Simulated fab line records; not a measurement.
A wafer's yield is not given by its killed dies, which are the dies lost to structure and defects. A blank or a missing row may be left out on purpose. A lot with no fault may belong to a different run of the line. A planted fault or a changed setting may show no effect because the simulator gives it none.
8D (eight disciplines) problem report, filled in by code -- flow ritCmos -- the parts of the form that need people (team, actions taken, sign-off) are left out

== 1. THE PROBLEM ==
RIT_M1_METAL_ETCH_12, oesProductAu: mean 0.663 a.u. over 1 wafer from 1 lot; wafers with no fault: 0.772 a.u., standard deviation 0.0096. Measured from the usual mean, that is -11 standard deviations.
The step: etches Al in Cl2/BCl3, stops on SiO2, time 165 s, target depth 600 nm.
Seen first at day 5 19:52 on rieMetal-04, wafer L163.5. Wafers with a number at this step in the record: 39, from 13 lots. Rule for "out" (also "out of limits"): further than 4 standard deviations from the usual mean. Any other wafer with a number is counted as sound.

== 2. WHAT THIS IS AND IS NOT ==
question,is,is not
which readings at this step,oesProductAu,"drypumpMotorCurrentA, throttleValvePct"
which lots,L163,"L151, L153, L154, L155, L156, L159, L160, L161, L162, L170, L172, L173"
which wafers of those lots,L163.5,"L163.2, L163.6"
read on which tools,rieMetal-04,"rieMetal-01, rieMetal-03"
when,from day 5 19:52,"up to then (29 sound wafers); but 9 sound wafers of L170, L172, L173 came after"

== 3. WHAT RULES OUT EACH SUSPECT ==
Counting: a tool at a process step up to the reading stays a suspect if it ran every lot that is out. Sound lots after the first of them don't rule it out here, since some wafers of a struck lot are sound.
- pecvd-02 at RIT_CONTACT_CVD_00 (deposits SiO2 from TEOS, target thk 400 nm, time 61 s): kept. The lot that is out, L163, ran on it at day 5 15:39; the last sound lot it ran before that was L160, at day 5 01:22.
- rieMetal-04 at RIT_M1_METAL_ETCH_12 (etches Al in Cl2/BCl3, stops on SiO2, time 165 s, target depth 600 nm): kept. The lot that is out, L163, ran on it at day 5 19:52; the last sound lot it ran before that was L160, at day 5 05:31. Out on those wafers are its own readings of oesProductAu.
- Within rieMetal-04 at RIT_M1_METAL_ETCH_12, the wafers that are out were processed in chamber 1 and their sound lot-mates in chamber 0.
Remaining after the count are pecvd-02 at RIT_CONTACT_CVD_00 and rieMetal-04 at RIT_M1_METAL_ETCH_12.

== 4. THE CAUSE (what the simulator had put in) ==
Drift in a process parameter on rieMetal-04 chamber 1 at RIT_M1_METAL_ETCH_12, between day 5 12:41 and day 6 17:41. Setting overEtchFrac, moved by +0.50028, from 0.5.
Counting left 2 suspects, and this tool is among them.

== 5. THE CHAIN OF EFFECTS, in route order ==
Each row: a reading whose mean over the struck wafers that have a number lies more than 3 standard deviations from the usual. Scope: only readings with a usual standard deviation given in the record; hours: median across lots of the time from each lot's start at the first step in this table that gives one to its start at this step; sigmas: change in usual standard deviations.
hours,step,reading,usual,on struck wafers,change,sigmas
0,RIT_M1_METAL_ETCH_12,oesProductAu,0.772 a.u.,0.663,-0.109,-11
Its process steps:
- RIT_M1_METAL_ETCH_12: etches Al in Cl2/BCl3, stops on SiO2, time 165 s, target depth 600 nm.

== 6. WHAT WOULD HAVE CAUGHT IT SOONER ==
In this record the first reading out of limits was taken at day 5 19:52, 7 hours after the fault began at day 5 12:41.
